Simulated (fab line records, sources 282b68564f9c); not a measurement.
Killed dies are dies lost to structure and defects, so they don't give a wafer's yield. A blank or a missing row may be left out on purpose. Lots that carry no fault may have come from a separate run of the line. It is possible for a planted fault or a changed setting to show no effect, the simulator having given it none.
Which tool did it? :: flow ritCmos :: 14 lots, 42 wafers sampled, at 2 steps of a route of 202

== WHAT THE GAUGES SHOWED, per wafer ==
RIT_WELLDRIVE_RS_MEAS_02: the measuring method here is four-point-probe.
lot: L811
measured: day 2 05:10
on: filmMetro-03
PWELL_RS (ohm/sq): 428.4 429.2 428.6

lot: L812
measured: day 2 08:46
on: filmMetro-03
PWELL_RS (ohm/sq): 433.0 431.8 433.4

lot: L813
measured: day 2 14:20
on: filmMetro-02
PWELL_RS (ohm/sq): 430.9 430.2 429.2

lot: L814
measured: day 2 20:00
on: filmMetro-01
PWELL_RS (ohm/sq): 429.2 431.4 429.4

lot: L815
measured: day 3 02:08
on: filmMetro-01
PWELL_RS (ohm/sq): 430.2 429.0 429.2

lot: L816
measured: day 3 07:08
on: filmMetro-01
PWELL_RS (ohm/sq): 429.7 430.3 430.0

lot: L817
measured: day 3 09:43
on: filmMetro-03
PWELL_RS (ohm/sq): 431.0 429.9 430.7

lot: L818
measured: day 3 15:59
on: filmMetro-01
PWELL_RS (ohm/sq): 428.2 428.9 428.2

lot: L819
measured: day 4 02:05
on: filmMetro-03
PWELL_RS (ohm/sq): 431.5 430.7 431.3

lot: L820
measured: day 4 06:49
on: filmMetro-02
PWELL_RS (ohm/sq): 431.3 431.4 430.8

lot: L825
measured: day 5 03:43
on: filmMetro-02
PWELL_RS (ohm/sq): 428.7 429.6 428.4

lot: L830
measured: day 6 04:33
on: filmMetro-01
PWELL_RS (ohm/sq): 431.2 429.9 430.2

lot: L833
measured: day 6 18:53
on: filmMetro-03
PWELL_RS (ohm/sq): 430.9 430.2 430.1

lot: L834
measured: day 7 00:10
on: filmMetro-02
PWELL_RS (ohm/sq): 429.6 428.5 428.7

RIT_GATE_CD_MEAS_16 targets a cd of 150 nm.
lot: L811
measured: day 2 14:55
on: cdSem-01
cdNm (nm): 151.6 149.0 150.7

lot: L812
measured: day 2 18:20
on: cdSem-02
cdNm (nm): 150.9 150.6 147.8

lot: L813
measured: day 2 22:19
on: cdSem-01
cdNm (nm): 153.1 154.0 155.6

lot: L814
measured: day 3 03:37
on: cdSem-01
cdNm (nm): 151.5 152.5 151.4

lot: L815
measured: day 3 11:26
on: cdSem-01
cdNm (nm): 143.1 146.2 143.8

lot: L816
measured: day 3 14:49
on: cdSem-02
cdNm (nm): 147.5 153.0 146.5

lot: L817
measured: day 3 20:53
on: cdSem-01
cdNm (nm): 150.5 149.2 150.5

lot: L818
measured: day 4 00:04
on: cdSem-02
cdNm (nm): 148.4 149.9 151.0

lot: L819
measured: day 4 10:09
on: cdSem-01
cdNm (nm): 149.3 147.1 149.3

lot: L820
measured: day 4 16:37
on: cdSem-02
cdNm (nm): 147.1 145.6 146.7

lot: L825
measured: day 5 11:44
on: cdSem-02
cdNm (nm): 149.9 150.9 148.5

lot: L830
measured: day 6 12:50
on: cdSem-01
cdNm (nm): 148.7 147.5 146.6

lot: L833
measured: day 7 03:57
on: cdSem-02
cdNm (nm): 154.7 154.0 152.6

lot: L834
measured: day 7 07:53
on: cdSem-01
cdNm (nm): 151.2 153.0 151.9

== WHAT TOOL EACH LOT RAN ON (gives the tool, then ch and the chambers of the sampled wafers, and finally the start) ==
Before these readings, the record contains no process step.

== AS READ BY THE TOOLS THEMSELVES (means over the sampled wafers that have a number; for cases with no such wafer, the mark the record gives instead) ==
The record holds no such reading with a usual standard deviation.

== THE ANSWER, worked out from the rows above alone ==
Rule: the usual values come from the lots themselves. Put in order of their means at a reading, lots are off if they are a third of the lots or fewer, leave a main group of 4 or more, and stand apart from it by a gap of 3 or more times the standard deviation of the main group's means; of several such gaps the widest counts. A main group is skipped when, at the precision printed for the reading in the tables above, its means are all equal. A lot without any number at a reading at which 4 lots or more have one is off too. The other lots that the step has rows for count as sound. After the gauges, taken in route order, come the tools' own readings; for these a lot's mean is taken, as printed above. The first step at which some lot is off is used, and at that step the reading that is off furthest; a lot without a number counts as furthest.
Across all readings shown, no lot is off: no conclusion can be drawn from this.

== WHAT HAD BEEN PUT IN BY THE SIMULATOR ==
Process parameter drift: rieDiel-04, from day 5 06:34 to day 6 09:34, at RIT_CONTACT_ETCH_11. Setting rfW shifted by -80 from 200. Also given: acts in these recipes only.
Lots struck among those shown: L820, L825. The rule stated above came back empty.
